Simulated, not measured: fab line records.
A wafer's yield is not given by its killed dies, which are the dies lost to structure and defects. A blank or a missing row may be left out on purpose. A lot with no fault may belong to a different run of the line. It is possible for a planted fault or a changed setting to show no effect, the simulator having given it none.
fab line records / flow berkeley-cmos170
[record] lots = 5 wafers = 15 last-day = 11
route steps=331 shown PWELL@51 WELLDRIVE@55 ACTIVE@60
lots that met no fault: taken from a fault-free run of the same line
start-h: hours from the record's first day to the start of the lot's first wafer shown / wait-h: hours elapsed since this lot's preceding step / " same as the row above / L1.1+2: one row covering several wafers at once / - no value present, or no start provided / * or withheld: withheld / < > ~ a bound
route shown NAME@n: NAME is a module with steps in the file, n the number in the route of the first one / usual: average and standard deviation across the fault-free wafers / same: alike in all rows / chamber/n: place in a boat / sites: each site's reading / _std_site: how widely they spread, as a standard deviation / _edge_site: mean of outer sites minus mean of inner sites / radius-mm: how far each site lies from the wafer's centre / mask NAME#n: copy n / behind: tool/chamber where the wafer was last shaped / hold: reason for holding the lot/hours on hold/outcome of the hold / device: whichever transistor did not switch (one of n, p or np) / end of line: the tests these same wafers got at the end of their route / for a step that has no rows: nothing shown but its recipe / killed: dies lost to structure and defects at the first sort, not the wafer's yield / map: a wafer's dies, x killed, . not, _ none there
set.NAME: the setting as run; set.NAME@STEP: as run at that earlier step / model.NAME: the simulator's own value behind a step, which no gauge read
lots at some steps of the route; a table a step, a row a wafer
services: the hour from which a tool's chamber was out of use, counted from the record's first day as start-h (under 0 if before that day), plus the number of hours and why
[[steps]]
[step UCB170_PWELL_TW_MEAS_17]
[usual] PWELL_TW = 382.2/2.4
lot.wafer=L082.2 tool=film-metro-04 chamber=- start-h=92.59 wait-h=0.1 PWELL_TW=387.0
lot.wafer=L082.3 tool=film-metro-04 chamber=- start-h=92.59 wait-h=0.1 PWELL_TW=385.1
lot.wafer=L082.4 tool=film-metro-04 chamber=- start-h=92.59 wait-h=0.1 PWELL_TW=385.9
lot.wafer=L085.3 tool=film-metro-03 chamber=- start-h=105.79 wait-h=0.1 PWELL_TW=378.4
lot.wafer=L085.4 tool=film-metro-03 chamber=- start-h=105.79 wait-h=0.1 PWELL_TW=380.3
lot.wafer=L085.5 tool=film-metro-03 chamber=- start-h=105.79 wait-h=0.1 PWELL_TW=381.3
lot.wafer=L086.2 tool=film-metro-04 chamber=- start-h=112.08 wait-h=0.1 PWELL_TW=387.0
lot.wafer=L086.3 tool=film-metro-04 chamber=- start-h=112.08 wait-h=0.1 PWELL_TW=383.4
lot.wafer=L086.4 tool=film-metro-04 chamber=- start-h=112.08 wait-h=0.1 PWELL_TW=385.5
lot.wafer=L088.2 tool=film-metro-03 chamber=- start-h=122.18 wait-h=0.1 PWELL_TW=381.5
lot.wafer=L088.3 tool=film-metro-03 chamber=- start-h=122.18 wait-h=0.1 PWELL_TW=382.2
lot.wafer=L088.4 tool=film-metro-03 chamber=- start-h=122.18 wait-h=0.1 PWELL_TW=383.2
lot.wafer=L094.1 tool=film-metro-04 chamber=- start-h=145.92 wait-h=0.1 PWELL_TW=383.8
lot.wafer=L094.2 tool=film-metro-04 chamber=- start-h=145.92 wait-h=0.1 PWELL_TW=383.7
lot.wafer=L094.6 tool=film-metro-04 chamber=- start-h=145.92 wait-h=0.1 PWELL_TW=381.4
[step UCB170_PWELL_CLEAN_18]
[recipe] chemistry = SPM temp-c = 120 time-s = 600
lot.wafer=L082.2+3+4 tool=wet-bench-02 chamber=3 start-h=92.64 wait-h=0.0
lot.wafer=L085.3+4+5 tool=wet-bench-02 chamber=2 start-h=106.23 wait-h=0.4
lot.wafer=L086.2+3+4 tool=wet-bench-02 chamber=2 start-h=112.13 wait-h=0.0
lot.wafer=L088.2+3+4 tool=wet-bench-02 chamber=3 start-h=122.23 wait-h=0.0
lot.wafer=L094.1+2+6 tool=wet-bench-01 chamber=1 start-h=146.01 wait-h=0.1
[step UCB170_PWELL_WET_ETCH_19]
[recipe] chemistry = H3PO4 target = Si3N4 temp-c = 160 time-s = 14400
lot.wafer=L082.2+3+4 tool=wet-bench-01 chamber=2 start-h=92.81 wait-h=0.0
lot.wafer=L085.3+4+5 tool=wet-bench-02 chamber=0 start-h=106.42 wait-h=0.0
lot.wafer=L086.2+3+4 tool=wet-bench-02 chamber=2 start-h=112.31 wait-h=0.0
lot.wafer=L088.2+3+4 tool=wet-bench-02 chamber=3 start-h=122.41 wait-h=0.0
lot.wafer=L094.1+2+6 tool=wet-bench-01 chamber=2 start-h=146.21 wait-h=0.0
[step UCB170_PWELL_WET_ETCH_20]
[recipe] chemistry = BOE dilution = 5:1 target = SiO2 temp-c = 25 time-s = 22
lot.wafer=L082.2+3+4 tool=wet-bench-01 chamber=1 start-h=97.57 wait-h=0.4
lot.wafer=L085.3+4+5 tool=wet-bench-01 chamber=0 start-h=110.43 wait-h=0.0
lot.wafer=L086.2+3+4 tool=wet-bench-03 chamber=3 start-h=116.32 wait-h=0.0
lot.wafer=L088.2+3+4 tool=wet-bench-02 chamber=2 start-h=126.81 wait-h=0.4
lot.wafer=L094.1+2+6 tool=wet-bench-02 chamber=3 start-h=150.22 wait-h=0.0
[step UCB170_WELLDRIVE_CLEAN_00]
[recipe] chemistry = SPM temp-c = 120 time-s = 600
lot.wafer=L082.2+3+4 tool=wet-bench-02 chamber=2 start-h=99.43 wait-h=1.8
lot.wafer=L085.3+4+5 tool=wet-bench-02 chamber=3 start-h=110.44 wait-h=0.0
lot.wafer=L086.2+3+4 tool=wet-bench-02 chamber=3 start-h=116.33 wait-h=0.0
lot.wafer=L088.2+3+4 tool=wet-bench-03 chamber=0 start-h=127.16 wait-h=0.3
lot.wafer=L094.1+2+6 tool=wet-bench-01 chamber=1 start-h=150.24 wait-h=0.0
[step UCB170_WELLDRIVE_OXIDATION_01]
[recipe] temp-c = 1100 ambient = O2 target-thk-a = 1990 ox-time-s = 9000
[usual] spike-tc-load-C = 1128.4/1.6
lot.wafer=L082.2 tool=furnace-04 chamber=0 start-h=101.97 wait-h=2.4 spike-tc-load-C=1127.0
lot.wafer=L082.3 tool=furnace-04 chamber=0 start-h=101.97 wait-h=2.4 spike-tc-load-C=1126.8
lot.wafer=L082.4 tool=furnace-04 chamber=0 start-h=101.97 wait-h=2.4 spike-tc-load-C=1128.6
lot.wafer=L085.3 tool=furnace-04 chamber=0 start-h=113.98 wait-h=3.4 spike-tc-load-C=1124.5
lot.wafer=L085.4 tool=furnace-04 chamber=0 start-h=113.98 wait-h=3.4 spike-tc-load-C=1126.7
lot.wafer=L085.5 tool=furnace-04 chamber=0 start-h=113.98 wait-h=3.4 spike-tc-load-C=1127.8
lot.wafer=L086.2 tool=furnace-04 chamber=0 start-h=118.73 wait-h=2.2 spike-tc-load-C=1127.3
lot.wafer=L086.3 tool=furnace-04 chamber=0 start-h=118.73 wait-h=2.2 spike-tc-load-C=1127.2
lot.wafer=L086.4 tool=furnace-04 chamber=0 start-h=118.73 wait-h=2.2 spike-tc-load-C=1127.1
lot.wafer=L088.2 tool=furnace-01 chamber=0 start-h=128.36 wait-h=1.0 spike-tc-load-C=1129.5
lot.wafer=L088.3 tool=furnace-01 chamber=0 start-h=128.36 wait-h=1.0 spike-tc-load-C=1125.7
lot.wafer=L088.4 tool=furnace-01 chamber=0 start-h=128.36 wait-h=1.0 spike-tc-load-C=1127.9
lot.wafer=L094.1 tool=furnace-03 chamber=0 start-h=151.23 wait-h=0.8 spike-tc-load-C=1128.2
lot.wafer=L094.2 tool=furnace-03 chamber=0 start-h=151.23 wait-h=0.8 spike-tc-load-C=1130.2
lot.wafer=L094.6 tool=furnace-03 chamber=0 start-h=151.23 wait-h=0.8 spike-tc-load-C=1129.8
[step UCB170_WELLDRIVE_THK_MEAS_02]
[recipe] reads = SiO2_of_WELLDRIVE_OXIDATION_01
[usual] WELLDRIVE_OXIDE_THK = 201/4.2
lot.wafer=L082.2 tool=film-metro-02 chamber=- start-h=105.48 wait-h=0.0 WELLDRIVE_OXIDE_THK[nm]=194
lot.wafer=L082.3 tool=film-metro-02 chamber=- start-h=105.48 wait-h=0.0 WELLDRIVE_OXIDE_THK[nm]=196
lot.wafer=L082.4 tool=film-metro-02 chamber=- start-h=105.48 wait-h=0.0 WELLDRIVE_OXIDE_THK[nm]=195
lot.wafer=L085.3 tool=film-metro-04 chamber=- start-h=117.50 wait-h=0.0 WELLDRIVE_OXIDE_THK[nm]=199
lot.wafer=L085.4 tool=film-metro-04 chamber=- start-h=117.50 wait-h=0.0 WELLDRIVE_OXIDE_THK[nm]=201
lot.wafer=L085.5 tool=film-metro-04 chamber=- start-h=117.50 wait-h=0.0 WELLDRIVE_OXIDE_THK[nm]=205
lot.wafer=L086.2 tool=film-metro-02 chamber=- start-h=122.24 wait-h=0.0 WELLDRIVE_OXIDE_THK[nm]=198
lot.wafer=L086.3 tool=film-metro-02 chamber=- start-h=122.24 wait-h=0.0 WELLDRIVE_OXIDE_THK[nm]=198
lot.wafer=L086.4 tool=film-metro-02 chamber=- start-h=122.24 wait-h=0.0 WELLDRIVE_OXIDE_THK[nm]=192
lot.wafer=L088.2 tool=film-metro-01 chamber=- start-h=131.87 wait-h=0.0 WELLDRIVE_OXIDE_THK[nm]=197
lot.wafer=L088.3 tool=film-metro-01 chamber=- start-h=131.87 wait-h=0.0 WELLDRIVE_OXIDE_THK[nm]=196
lot.wafer=L088.4 tool=film-metro-01 chamber=- start-h=131.87 wait-h=0.0 WELLDRIVE_OXIDE_THK[nm]=193
lot.wafer=L094.1 tool=film-metro-04 chamber=- start-h=154.79 wait-h=0.1 WELLDRIVE_OXIDE_THK[nm]=200
lot.wafer=L094.2 tool=film-metro-04 chamber=- start-h=154.79 wait-h=0.1 WELLDRIVE_OXIDE_THK[nm]=198
lot.wafer=L094.6 tool=film-metro-04 chamber=- start-h=154.79 wait-h=0.1 WELLDRIVE_OXIDE_THK[nm]=198
[step UCB170_WELLDRIVE_ANNEAL_03]
[recipe] temp-c = 1100 time-s = 900 ambient = N2
[usual] spike-tc-load-C = 1127.8/1.4
lot.wafer=L082.2 tool=furnace-04 chamber=0 start-h=108.48 wait-h=3.0 spike-tc-load-C=1127.0
lot.wafer=L082.3 tool=furnace-04 chamber=0 start-h=108.48 wait-h=3.0 spike-tc-load-C=1127.4
lot.wafer=L082.4 tool=furnace-04 chamber=0 start-h=108.48 wait-h=3.0 spike-tc-load-C=1128.4
lot.wafer=L085.3 tool=furnace-04 chamber=0 start-h=122.23 wait-h=4.7 spike-tc-load-C=1126.7
lot.wafer=L085.4 tool=furnace-04 chamber=0 start-h=122.23 wait-h=4.7 spike-tc-load-C=1127.5
lot.wafer=L085.5 tool=furnace-04 chamber=0 start-h=122.23 wait-h=4.7 spike-tc-load-C=1128.4
lot.wafer=L086.2 tool=furnace-04 chamber=0 start-h=124.98 wait-h=2.7 spike-tc-load-C=1126.5
lot.wafer=L086.3 tool=furnace-04 chamber=0 start-h=124.98 wait-h=2.7 spike-tc-load-C=1128.0
lot.wafer=L086.4 tool=furnace-04 chamber=0 start-h=124.98 wait-h=2.7 spike-tc-load-C=1127.7
lot.wafer=L088.2 tool=furnace-04 chamber=0 start-h=134.83 wait-h=3.0 spike-tc-load-C=1126.8
lot.wafer=L088.3 tool=furnace-04 chamber=0 start-h=134.83 wait-h=3.0 spike-tc-load-C=1126.2
lot.wafer=L088.4 tool=furnace-04 chamber=0 start-h=134.83 wait-h=3.0 spike-tc-load-C=1126.8
lot.wafer=L094.1 tool=furnace-04 chamber=0 start-h=158.79 wait-h=4.0 spike-tc-load-C=1126.0
lot.wafer=L094.2 tool=furnace-04 chamber=0 start-h=158.79 wait-h=4.0 spike-tc-load-C=1125.9
lot.wafer=L094.6 tool=furnace-04 chamber=0 start-h=158.79 wait-h=4.0 spike-tc-load-C=1127.4
[step UCB170_WELLDRIVE_WET_ETCH_04]
[recipe] chemistry = BOE dilution = 5:1 target = SiO2 temp-c = 25 time-s = 120
lot.wafer=L082.2+3+4 tool=wet-bench-01 chamber=0 start-h=109.91 wait-h=0.2
lot.wafer=L085.3+4+5 tool=wet-bench-02 chamber=2 start-h=126.41 wait-h=2.9
lot.wafer=L086.2+3+4 tool=wet-bench-02 chamber=0 start-h=126.41 wait-h=0.2
lot.wafer=L088.2+3+4 tool=wet-bench-01 chamber=0 start-h=136.08 wait-h=0.0
lot.wafer=L094.1+2+6 tool=wet-bench-02 chamber=0 start-h=160.04 wait-h=0.0
[step UCB170_ACTIVE_CLEAN_00]
[recipe] chemistry = SPM temp-c = 120 time-s = 600
lot.wafer=L082.2+3+4 tool=wet-bench-01 chamber=0 start-h=109.95 wait-h=0.0
lot.wafer=L085.3+4+5 tool=wet-bench-02 chamber=1 start-h=126.82 wait-h=0.4
lot.wafer=L086.2+3+4 tool=wet-bench-02 chamber=3 start-h=126.82 wait-h=0.4
lot.wafer=L088.2+3+4 tool=wet-bench-02 chamber=3 start-h=136.13 wait-h=0.0
lot.wafer=L094.1+2+6 tool=wet-bench-01 chamber=3 start-h=160.08 wait-h=0.0
[step UCB170_ACTIVE_CLEAN_01]
[recipe] chemistry = dHF dilution = 25:1 time-s = 60
lot.wafer=L082.2+3+4 tool=wet-bench-01 chamber=1 start-h=110.32 wait-h=0.2
lot.wafer=L085.3+4+5 tool=wet-bench-02 chamber=3 start-h=127.17 wait-h=0.2
lot.wafer=L086.2+3+4 tool=wet-bench-02 chamber=1 start-h=127.17 wait-h=0.2
lot.wafer=L088.2+3+4 tool=wet-bench-01 chamber=0 start-h=136.32 wait-h=0.0
lot.wafer=L094.1+2+6 tool=wet-bench-02 chamber=1 start-h=160.26 wait-h=0.0
[step UCB170_ACTIVE_OXIDATION_02]
[recipe] temp-c = 1000 ambient = O2 target-thk-a = 264 ox-time-s = 1260
[usual] spike-tc-load-C = 1027.2/1.5
lot.wafer=L082.2 tool=furnace-03 chamber=0 start-h=114.69 wait-h=4.3 spike-tc-load-C=1028.2
lot.wafer=L082.3 tool=furnace-03 chamber=0 start-h=114.69 wait-h=4.3 spike-tc-load-C=1027.4
lot.wafer=L082.4 tool=furnace-03 chamber=0 start-h=114.69 wait-h=4.3 spike-tc-load-C=1029.5
lot.wafer=L085.3 tool=furnace-02 chamber=0 start-h=127.71 wait-h=0.5 spike-tc-load-C=1025.9
lot.wafer=L085.4 tool=furnace-02 chamber=0 start-h=127.71 wait-h=0.5 spike-tc-load-C=1025.2
lot.wafer=L085.5 tool=furnace-02 chamber=0 start-h=127.71 wait-h=0.5 spike-tc-load-C=1026.7
lot.wafer=L086.2 tool=furnace-02 chamber=0 start-h=127.71 wait-h=0.5 spike-tc-load-C=1027.3
lot.wafer=L086.3 tool=furnace-02 chamber=0 start-h=127.71 wait-h=0.5 spike-tc-load-C=1025.2
lot.wafer=L086.4 tool=furnace-02 chamber=0 start-h=127.71 wait-h=0.5 spike-tc-load-C=1026.9
lot.wafer=L088.2 tool=furnace-01 chamber=0 start-h=139.44 wait-h=3.1 spike-tc-load-C=1028.1
lot.wafer=L088.3 tool=furnace-01 chamber=0 start-h=139.44 wait-h=3.1 spike-tc-load-C=1025.0
lot.wafer=L088.4 tool=furnace-01 chamber=0 start-h=139.44 wait-h=3.1 spike-tc-load-C=1026.6
lot.wafer=L094.1 tool=furnace-01 chamber=0 start-h=163.47 wait-h=3.2 spike-tc-load-C=1025.8
lot.wafer=L094.2 tool=furnace-01 chamber=0 start-h=163.47 wait-h=3.2 spike-tc-load-C=1025.5
lot.wafer=L094.6 tool=furnace-01 chamber=0 start-h=163.47 wait-h=3.2 spike-tc-load-C=1026.8
[step UCB170_ACTIVE_THK_MEAS_03]
[recipe] reads = SiO2_of_ACTIVE_OXIDATION_02
[usual] ACTIVE_OXIDE_THK = 26.6/0.46
lot.wafer=L082.2 tool=film-metro-04 chamber=- start-h=116.05 wait-h=0.0 ACTIVE_OXIDE_THK[nm]=27.6
lot.wafer=L082.3 tool=film-metro-04 chamber=- start-h=116.05 wait-h=0.0 ACTIVE_OXIDE_THK[nm]=28.1
lot.wafer=L082.4 tool=film-metro-04 chamber=- start-h=116.05 wait-h=0.0 ACTIVE_OXIDE_THK[nm]=27.0
lot.wafer=L086.2 tool=film-metro-03 chamber=- start-h=129.07 wait-h=0.0 ACTIVE_OXIDE_THK[nm]=25.4
lot.wafer=L086.3 tool=film-metro-03 chamber=- start-h=129.07 wait-h=0.0 ACTIVE_OXIDE_THK[nm]=25.9
lot.wafer=L086.4 tool=film-metro-03 chamber=- start-h=129.07 wait-h=0.0 ACTIVE_OXIDE_THK[nm]=25.7
lot.wafer=L085.3 tool=film-metro-02 chamber=- start-h=129.08 wait-h=0.0 ACTIVE_OXIDE_THK[nm]=26.4
lot.wafer=L085.4 tool=film-metro-02 chamber=- start-h=129.08 wait-h=0.0 ACTIVE_OXIDE_THK[nm]=26.8
lot.wafer=L085.5 tool=film-metro-02 chamber=- start-h=129.08 wait-h=0.0 ACTIVE_OXIDE_THK[nm]=27.1
lot.wafer=L088.2 tool=film-metro-04 chamber=- start-h=140.80 wait-h=0.0 ACTIVE_OXIDE_THK[nm]=27.0
lot.wafer=L088.3 tool=film-metro-04 chamber=- start-h=140.80 wait-h=0.0 ACTIVE_OXIDE_THK[nm]=26.8
lot.wafer=L088.4 tool=film-metro-04 chamber=- start-h=140.80 wait-h=0.0 ACTIVE_OXIDE_THK[nm]=27.1
lot.wafer=L094.1 tool=film-metro-02 chamber=- start-h=164.82 wait-h=0.0 ACTIVE_OXIDE_THK[nm]=26.6
lot.wafer=L094.2 tool=film-metro-02 chamber=- start-h=164.82 wait-h=0.0 ACTIVE_OXIDE_THK[nm]=26.9
lot.wafer=L094.6 tool=film-metro-02 chamber=- start-h=164.82 wait-h=0.0 ACTIVE_OXIDE_THK[nm]=26.9
[step UCB170_ACTIVE_ANNEAL_04]
[recipe] temp-c = 1000 time-s = 900 ambient = N2
[usual] spike-tc-load-C = 1026.3/1.1
lot.wafer=L082.2 tool=furnace-02 chamber=0 start-h=119.36 wait-h=3.3 spike-tc-load-C=1025.7
lot.wafer=L082.3 tool=furnace-02 chamber=0 start-h=119.36 wait-h=3.3 spike-tc-load-C=1026.6
lot.wafer=L082.4 tool=furnace-02 chamber=0 start-h=119.36 wait-h=3.3 spike-tc-load-C=1026.1
lot.wafer=L085.3 tool=furnace-02 chamber=0 start-h=131.74 wait-h=2.7 spike-tc-load-C=1025.0
lot.wafer=L085.4 tool=furnace-02 chamber=0 start-h=131.74 wait-h=2.7 spike-tc-load-C=1026.6
lot.wafer=L085.5 tool=furnace-02 chamber=0 start-h=131.74 wait-h=2.7 spike-tc-load-C=1025.7
lot.wafer=L086.2 tool=furnace-02 chamber=0 start-h=131.74 wait-h=2.7 spike-tc-load-C=1026.0
lot.wafer=L086.3 tool=furnace-02 chamber=0 start-h=131.74 wait-h=2.7 spike-tc-load-C=1026.3
lot.wafer=L086.4 tool=furnace-02 chamber=0 start-h=131.74 wait-h=2.7 spike-tc-load-C=1024.5
lot.wafer=L088.2 tool=furnace-01 chamber=0 start-h=148.37 wait-h=7.6 spike-tc-load-C=1026.2
lot.wafer=L088.3 tool=furnace-01 chamber=0 start-h=148.37 wait-h=7.6 spike-tc-load-C=1028.2
lot.wafer=L088.4 tool=furnace-01 chamber=0 start-h=148.37 wait-h=7.6 spike-tc-load-C=1025.5
lot.wafer=L094.1 tool=furnace-02 chamber=0 start-h=166.64 wait-h=1.8 spike-tc-load-C=1024.7
lot.wafer=L094.2 tool=furnace-02 chamber=0 start-h=166.64 wait-h=1.8 spike-tc-load-C=1026.8
lot.wafer=L094.6 tool=furnace-02 chamber=0 start-h=166.64 wait-h=1.8 spike-tc-load-C=1026.4
[[services]]
tool=furnace-04 chamber=- start-h=71.40 hours=3.2 kind=pm
tool=furnace-01 chamber=- start-h=72.37 hours=2.9 kind=pm
tool=furnace-03 chamber=- start-h=138.81 hours=4.5 kind=pm
tool=furnace-03 chamber=- start-h=143.29 hours=3.7 kind=pm
[[key]]
fault none
